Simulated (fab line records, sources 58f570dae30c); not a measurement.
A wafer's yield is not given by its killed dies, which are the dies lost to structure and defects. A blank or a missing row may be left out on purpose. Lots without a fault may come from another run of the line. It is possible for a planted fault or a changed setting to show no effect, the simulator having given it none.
The tool behind it: which one? :: flow berkeley-cmos170 :: 15 lots, 45 wafers sampled, at 4 steps of a route of 331

## WHAT THE GAUGES READ, wafer by wafer
UCB170_ACTIVE_CD_MEAS_90: the cd target is 1200 nm. Usual: cd-nm reads 1199.9 nm (standard deviation 1.4).
lot: L522
measured: day 5 09:59
on: cd-sem-02
cd-nm (nm): 1199.3 1199.9 1200.0
flag: 

lot: L523
measured: day 5 10:45
on: cd-sem-02
cd-nm (nm): 1199.8 1201.5 1198.8
flag: 

lot: L524
measured: day 5 10:57
on: cd-sem-01
cd-nm (nm): 1198.9 1198.7 1198.6
flag: 

lot: L525
measured: day 5 10:28
on: cd-sem-01
cd-nm (nm): 1200.8 1200.4 1201.1
flag: 

lot: L526
measured: day 5 19:58
on: cd-sem-01
cd-nm (nm): 1201.2 1199.9 1199.6
flag: 

lot: L528
measured: day 5 19:13
on: cd-sem-02
cd-nm (nm): 1199.6 1199.3 1200.3
flag: 

lot: L530
measured: day 6 09:52
on: cd-sem-02
cd-nm (nm): 1199.3 1201.2 1200.6
flag: 

lot: L529
measured: day 6 10:14
on: cd-sem-01
cd-nm (nm): 1196.3 1196.7 1197.8
flag: 

lot: L537
measured: day 7 12:23
on: cd-sem-01
cd-nm (nm): 1199.9 1201.8 1201.0
flag: 

lot: L538
measured: day 8 09:36
on: cd-sem-01
cd-nm (nm): 1202.1 1201.2 1199.8
flag: 

lot: L539
measured: day 8 09:20
on: cd-sem-02
cd-nm (nm): 1199.7 1199.9 1199.3
flag: 

lot: L540
measured: day 8 09:29
on: cd-sem-02
cd-nm (nm): 1198.4 1196.7 1197.9
flag: 

lot: L543
measured: day 9 06:43
on: cd-sem-01
cd-nm (nm): 1197.2 1197.1 1198.4
flag: 

lot: L544
measured: day 9 07:10
on: cd-sem-01
cd-nm (nm): 1199.6 1199.7 1198.6
flag: 

lot: L545
measured: day 9 06:52
on: cd-sem-01
cd-nm (nm): 1200.2 1200.5 1200.5
flag: 

UCB170_PSD_CD_MEAS_06: the cd target is 1200 nm. Usual: cd-nm reads 1200.6 nm (standard deviation 1.5).
lot: L522
measured: day 8 04:38
on: cd-sem-02
cd-nm (nm): 1201.0 1202.6 1201.8
flag: 

lot: L523
measured: day 8 04:52
on: cd-sem-01
cd-nm (nm): 1200.5 1200.3 1199.7
flag: 

lot: L524
measured: day 8 04:53
on: cd-sem-02
cd-nm (nm): 1200.1 1200.7 1199.6
flag: 

lot: L525
measured: day 8 03:52
on: cd-sem-02
cd-nm (nm): 1200.9 1200.6 1200.3
flag: 

lot: L526
measured: day 8 22:10
on: cd-sem-02
cd-nm (nm): 1201.7 1202.2 1202.0
flag: 

lot: L528
measured: day 8 15:05
on: cd-sem-02
cd-nm (nm): 1200.1 1199.7 1200.6
flag: 

lot: L530
measured: day 8 22:19
on: cd-sem-02
cd-nm (nm): 1200.5 1200.5 1200.2
flag: 

lot: L529
measured: day 8 22:38
on: cd-sem-02
cd-nm (nm): 1199.9 1202.2 1200.5
flag: 

lot: L537
measured: day 10 00:25
on: cd-sem-02
cd-nm (nm): 1199.1 1198.8 1199.7
flag: 

lot: L538
measured: day 11 08:47
on: cd-sem-01
cd-nm (nm): 1199.0 1198.2 1198.5
flag: 

lot: L539
measured: day 11 08:24
on: cd-sem-01
cd-nm (nm): 1200.2 1199.9 1200.9
flag: 

lot: L540
measured: day 11 09:20
on: cd-sem-01
cd-nm (nm): 1199.8 1198.1 1198.5
flag: 

lot: L543
measured: day 12 00:07
on: cd-sem-02
cd-nm (nm): 1201.9 1202.3 1202.7
flag: 

lot: L544
measured: day 12 00:23
on: cd-sem-01
cd-nm (nm): 1198.7 1199.1 1200.4
flag: 

lot: L545
measured: day 12 00:05
on: cd-sem-01
cd-nm (nm): 1202.4 1202.5 1202.5
flag: 

## EACH LOT AND THE TOOL THAT RAN IT (in order: tool; ch and the chambers of the sampled wafers; start)
lot: L522
UCB170_ZERO_ETCH_06: rie-diel-04 ch 1,2, day 1 22:19
UCB170_WELLDRIVE_ANNEAL_03: furnace-04 ch 0, day 4 15:51

lot: L523
UCB170_ZERO_ETCH_06: rie-diel-04 ch 1,2,3, day 2 04:44
UCB170_WELLDRIVE_ANNEAL_03: furnace-04 ch 0, day 4 15:51

lot: L524
UCB170_ZERO_ETCH_06: rie-diel-01 ch 0,2,3, day 2 09:41
UCB170_WELLDRIVE_ANNEAL_03: furnace-04 ch 0, day 4 15:51

lot: L525
UCB170_ZERO_ETCH_06: rie-diel-04 ch 1,2, day 2 09:56
UCB170_WELLDRIVE_ANNEAL_03: furnace-04 ch 0, day 4 15:51

lot: L526
UCB170_ZERO_ETCH_06: rie-diel-04 ch 0,1,2, day 2 19:59
UCB170_WELLDRIVE_ANNEAL_03: furnace-01 ch 0, day 5 05:01

lot: L528
UCB170_ZERO_ETCH_06: rie-diel-01 ch 0,2,3, day 3 05:18
UCB170_WELLDRIVE_ANNEAL_03: furnace-01 ch 0, day 5 05:01

lot: L530
UCB170_ZERO_ETCH_06: rie-diel-04 ch 0,1,3, day 3 14:35
UCB170_WELLDRIVE_ANNEAL_03: furnace-02 ch 0, day 5 15:55

lot: L529
UCB170_ZERO_ETCH_06: rie-diel-04 ch 0,2,3, day 3 14:53
UCB170_WELLDRIVE_ANNEAL_03: furnace-02 ch 0, day 5 15:55

lot: L537
UCB170_ZERO_ETCH_06: rie-diel-02 ch 1,2,3, day 4 22:39
UCB170_WELLDRIVE_ANNEAL_03: furnace-02 ch 0, day 6 22:26

lot: L538
UCB170_ZERO_ETCH_06: rie-diel-04 ch 0,3, day 5 07:07
UCB170_WELLDRIVE_ANNEAL_03: furnace-02 ch 0, day 7 15:54

lot: L539
UCB170_ZERO_ETCH_06: rie-diel-02 ch 1,2, day 5 07:58
UCB170_WELLDRIVE_ANNEAL_03: furnace-02 ch 0, day 7 15:54

lot: L540
UCB170_ZERO_ETCH_06: rie-diel-02 ch 1,3, day 5 12:49
UCB170_WELLDRIVE_ANNEAL_03: furnace-02 ch 0, day 7 15:54

lot: L543
UCB170_ZERO_ETCH_06: rie-diel-02 ch 0,1,3, day 6 08:14
UCB170_WELLDRIVE_ANNEAL_03: furnace-01 ch 0, day 8 15:44

lot: L544
UCB170_ZERO_ETCH_06: rie-diel-04 ch 1,2, day 6 14:14
UCB170_WELLDRIVE_ANNEAL_03: furnace-01 ch 0, day 8 15:44

lot: L545
UCB170_ZERO_ETCH_06: rie-diel-01 ch 0,1,2, day 6 14:34
UCB170_WELLDRIVE_ANNEAL_03: furnace-01 ch 0, day 8 15:44
- UCB170_ZERO_ETCH_06: etches SiO2 in CHF3/CF4/Ar, time 12 s.
- UCB170_WELLDRIVE_ANNEAL_03: time 900 s.

## AS READ BY THE TOOLS THEMSELVES (means over the sampled wafers that have a number; for cases with no such wafer, the mark the record gives instead)
UCB170_ZERO_ETCH_06. Usual: drypump-motor-current-A 5.8 A, standard deviation 0.53; oes-product-au 0.618 a.u., standard deviation 0.0084; throttle-valve-pct 9.22 %, standard deviation 0.16.
lot: L522
tool: rie-diel-04
drypump-motor-current-A (A): 5.4
oes-product-au (a.u.): 0.620
throttle-valve-pct (%): 9.16
flag: 

lot: L523
tool: rie-diel-04
drypump-motor-current-A (A): 5.7
oes-product-au (a.u.): 0.618
throttle-valve-pct (%): 9.13
flag: 

lot: L524
tool: rie-diel-01
drypump-motor-current-A (A): 6.0
oes-product-au (a.u.): 0.626
throttle-valve-pct (%): 9.19
flag: 

lot: L525
tool: rie-diel-04
drypump-motor-current-A (A): 5.4
oes-product-au (a.u.): 0.611
throttle-valve-pct (%): 9.15
flag: 

lot: L526
tool: rie-diel-04
drypump-motor-current-A (A): 5.7
oes-product-au (a.u.): 0.616
throttle-valve-pct (%): 9.27
flag: 

lot: L528
tool: rie-diel-01
drypump-motor-current-A (A): 6.0
oes-product-au (a.u.): 0.628
throttle-valve-pct (%): 9.19
flag: 

lot: L530
tool: rie-diel-04
drypump-motor-current-A (A): 6.1
oes-product-au (a.u.): 0.609
throttle-valve-pct (%): 9.25
flag: 

lot: L529
tool: rie-diel-04
drypump-motor-current-A (A): 5.6
oes-product-au (a.u.): 0.613
throttle-valve-pct (%): 9.11
flag: 

lot: L537
tool: rie-diel-02
drypump-motor-current-A (A): 5.8
oes-product-au (a.u.): 0.619
throttle-valve-pct (%): 9.29
flag: 

lot: L538
tool: rie-diel-04
drypump-motor-current-A (A): 6.0
oes-product-au (a.u.): 0.609
throttle-valve-pct (%): 9.23
flag: 

lot: L539
tool: rie-diel-02
drypump-motor-current-A (A): 5.8
oes-product-au (a.u.): 0.627
throttle-valve-pct (%): 9.35
flag: 

lot: L540
tool: rie-diel-02
drypump-motor-current-A (A): 5.3
oes-product-au (a.u.): 0.620
throttle-valve-pct (%): 9.31
flag: 

lot: L543
tool: rie-diel-02
drypump-motor-current-A (A): 5.5
oes-product-au (a.u.): 0.614
throttle-valve-pct (%): 9.21
flag: 

lot: L544
tool: rie-diel-04
drypump-motor-current-A (A): 5.4
oes-product-au (a.u.): 0.614
throttle-valve-pct (%): 9.15
flag: 

lot: L545
tool: rie-diel-01
drypump-motor-current-A (A): 5.7
oes-product-au (a.u.): 0.624
throttle-valve-pct (%): 9.17
flag: 

UCB170_WELLDRIVE_ANNEAL_03. Usual: spike-tc-centre-C 1102.1 C, standard deviation 1; spike-tc-load-C 1128.2 C, standard deviation 1.1; spike-tc-source-C 1125 C, standard deviation 3.1; tube-center-temp-C 1100 C, standard deviation 0.098; tube_center_temp_C_max 1102.9, standard deviation 0.47.
lot: L522
tool: furnace-04
spike-tc-centre-C (C): 1101.5
spike-tc-load-C (C): 1129.2
spike-tc-source-C (C): 1129
tube-center-temp-C (C): 1100
tube_center_temp_C_max: 1102.8
flag: 

lot: L523
tool: furnace-04
spike-tc-centre-C (C): 1101.7
spike-tc-load-C (C): 1128.9
spike-tc-source-C (C): 1127
tube-center-temp-C (C): 1100
tube_center_temp_C_max: 1102.6
flag: 

lot: L524
tool: furnace-04
spike-tc-centre-C (C): 1101.1
spike-tc-load-C (C): 1128.6
spike-tc-source-C (C): 1128
tube-center-temp-C (C): 1100
tube_center_temp_C_max: 1103.2
flag: 

lot: L525
tool: furnace-04
spike-tc-centre-C (C): 1102.5
spike-tc-load-C (C): 1127.7
spike-tc-source-C (C): 1127
tube-center-temp-C (C): 1100
tube_center_temp_C_max: 1102.7
flag: 

lot: L526
tool: furnace-01
spike-tc-centre-C (C): 1101.9
spike-tc-load-C (C): 1127.3
spike-tc-source-C (C): 1128
tube-center-temp-C (C): 1100
tube_center_temp_C_max: 1102.6
flag: 

lot: L528
tool: furnace-01
spike-tc-centre-C (C): 1100.9
spike-tc-load-C (C): 1127.7
spike-tc-source-C (C): 1127
tube-center-temp-C (C): 1100
tube_center_temp_C_max: 1102.7
flag: 

lot: L530
tool: furnace-02
spike-tc-centre-C (C): 1101.4
spike-tc-load-C (C): 1128.4
spike-tc-source-C (C): 1122
tube-center-temp-C (C): 1100
tube_center_temp_C_max: 1102.4
flag: 

lot: L529
tool: furnace-02
spike-tc-centre-C (C): 1101.8
spike-tc-load-C (C): 1128.2
spike-tc-source-C (C): 1122
tube-center-temp-C (C): 1100
tube_center_temp_C_max: 1102.8
flag: 

lot: L537
tool: furnace-02
spike-tc-centre-C (C): 1102.5
spike-tc-load-C (C): 1128.1
spike-tc-source-C (C): 1122
tube-center-temp-C (C): 1100
tube_center_temp_C_max: 1102.6
flag: 

lot: L538
tool: furnace-02
spike-tc-centre-C (C): 1151.8
spike-tc-load-C (C): 1178.8
spike-tc-source-C (C): 1173
tube-center-temp-C (C): 1150
tube_center_temp_C_max: 1153.0
flag: OFF

lot: L539
tool: furnace-02
spike-tc-centre-C (C): 1152.7
spike-tc-load-C (C): 1178.8
spike-tc-source-C (C): 1173
tube-center-temp-C (C): 1150
tube_center_temp_C_max: 1152.3
flag: OFF

lot: L540
tool: furnace-02
spike-tc-centre-C (C): 1152.8
spike-tc-load-C (C): 1178.3
spike-tc-source-C (C): 1172
tube-center-temp-C (C): 1150
tube_center_temp_C_max: 1152.8
flag: OFF

lot: L543
tool: furnace-01
spike-tc-centre-C (C): 1099.9
spike-tc-load-C (C): 1126.9
spike-tc-source-C (C): 1128
tube-center-temp-C (C): 1100
tube_center_temp_C_max: 1102.7
flag: 

lot: L544
tool: furnace-01
spike-tc-centre-C (C): 1101.9
spike-tc-load-C (C): 1128.6
spike-tc-source-C (C): 1129
tube-center-temp-C (C): 1100
tube_center_temp_C_max: 1102.6
flag: 

lot: L545
tool: furnace-01
spike-tc-centre-C (C): 1101.9
spike-tc-load-C (C): 1126.7
spike-tc-source-C (C): 1128
tube-center-temp-C (C): 1100
tube_center_temp_C_max: 1102.7
flag: 

## THE ANSWER, worked out from the rows above alone
Rule: take the mean of a lot's wafers that have a number; if it is more than 3 standard deviations from the usual mean, the lot is off. A lot without any number at a reading at which 4 lots or more have one is off too. The other lots that the step has rows for count as sound. The gauges are gone through in route order, then the tools' own readings, and for those a lot's mean is taken as printed above. The first step at which some lot is off is used, and at that step the reading that is off furthest; a lot without a number counts as furthest.
Off: L538, L539, L540 (UCB170_WELLDRIVE_ANNEAL_03, tube-center-temp-C).
A tool fits if, at that step or a process step before it, it ran every lot that is off, and no sound lot after the first of them. One fits: furnace-02 at UCB170_WELLDRIVE_ANNEAL_03. A fault onset in the window from L537 (day 6 22:26, its last sound lot) to L538 (day 7 15:54, its first lot off) fits.
The tool's own readings at UCB170_WELLDRIVE_ANNEAL_03 bear it out: on the lots that are off they differ by more than 5 times the standard deviation of the sound lots' means. spike-tc-centre-C reads 1152.4 C there against 1101.6 C on the sound lots; spike-tc-load-C reads 1178.6 C there against 1128.0 C on the sound lots; spike-tc-source-C reads 1173 C there against 1126 C on the sound lots; tube-center-temp-C reads 1150 C there against 1100 C on the sound lots; tube_center_temp_C_max reads 1152.7 there against 1102.7 on the sound lots.

## WHAT THE SIMULATOR HAD INSERTED
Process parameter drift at UCB170_WELLDRIVE_ANNEAL_03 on furnace-02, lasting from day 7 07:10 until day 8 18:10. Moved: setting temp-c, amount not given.
Struck lots among those shown: L539, L540, L538. Same finding as the rule above.
